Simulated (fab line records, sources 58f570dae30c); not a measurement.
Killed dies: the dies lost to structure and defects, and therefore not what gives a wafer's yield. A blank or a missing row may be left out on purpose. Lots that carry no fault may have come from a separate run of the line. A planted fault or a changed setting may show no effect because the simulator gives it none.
Problem report, 8D (eight disciplines) form, completed by code	flow berkeley cmos170	the parts of the form that need people (team, actions taken, sign-off) are left out

1. PROBLEM STATEMENT
Wafers free of any fault read 26.2 ohm/sq (standard deviation 0.34) for SILICIDE_TI_RS at UCB170_SILICIDE_RS_MEAS_02, against a mean of 23.1 ohm/sq on 2 wafers of 2 lots. Measured from the usual mean, that is -9.1 standard deviations.
The step: measures by four-point-probe.
First observed at day 11 04:36: wafer L228.2, on film metro-04. The record holds 18 wafers of 6 lots with a number at this step. Rule for "out", or "out of limits": more than 4 standard deviations from the usual mean. The other wafers with a number count as sound.

2. WHAT IT IS, WHAT IT ISN'T
question	is	is not
which readings at this step	SILICIDE_TI_RS	-
which lots	L228, L231	L216, L217, L234, L236
which wafers of those lots	L228.2, L231.4	L228.4, L228.5, L231.3, L231.6
read on which gauges	film metro-04	film metro-02, film metro-03
when	from day 11 04:36	up to then (8 sound wafers); but 8 sound wafers of L231, L234, L236 came after

3. THE SUSPECTS, EACH WITH WHAT RULES IT OUT
Counting: if a tool at a process step up to the reading ran every lot that is out, it stays a suspect. Sound lots after the first of them don't rule it out here, since some wafers of a struck lot are sound.
- the gauge at UCB170_SILICIDE_RS_MEAS_02: kept. All the wafers that are out were read on film metro-04, and no step on other tools shows them out.
- pvd sputter-02 at UCB170_SILICIDE_SPUTTER_01 (material Ti, target thk 30 nm, time 25 s): kept. It processed each lot that is out (first: L228, day 11 04:33); up to then, its last sound lot is L217 (day 8 06:26).
The count leaves film metro-04 at UCB170_SILICIDE_RS_MEAS_02 and pvd sputter-02 at UCB170_SILICIDE_SPUTTER_01.

4. THE CAUSE (what the simulator had put in)
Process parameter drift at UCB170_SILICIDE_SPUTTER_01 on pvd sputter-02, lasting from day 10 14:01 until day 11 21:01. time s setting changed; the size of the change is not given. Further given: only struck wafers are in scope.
Counting left 2 suspects, and this tool is among them.

5. SEQUENCE OF EFFECTS, ordered by route
Each row: a reading whose mean over the struck wafers that have a number lies more than 3 standard deviations from the usual. Only readings whose record carries a usual standard deviation are examined. hours: median over the lots of the time between each lot's start at the first step of this table that gives one and its start at this step. sigmas: the change, counted in usual standard deviations.
hours	step	reading	usual	on struck wafers	change	sigmas
0	UCB170_SILICIDE_RS_MEAS_02	SILICIDE_TI_RS	26.2 ohm/sq	23.1	-3.1	-9.1
0	UCB170_SILICIDE_THK_MEAS_03	SILICIDE_TI_THK	30.8 nm	34.2	+3.4	+11

6. HOW IT WOULD HAVE BEEN CAUGHT EARLIER
The first out-of-limits reading at a measuring or inspecting step in this record came at day 11 04:36, 15 hours after the fault's start at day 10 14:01.
No tool reading at UCB170_SILICIDE_SPUTTER_01 that has a usual standard deviation in the record was out on any struck wafer, so an alarm limit of 4 standard deviations on those readings would not have fired.
Among the 2 lots that are out, L231 began UCB170_SILICIDE_SPUTTER_01 on pvd sputter-02 after day 11 04:36. Putting the tool on hold at that point would have spared it.
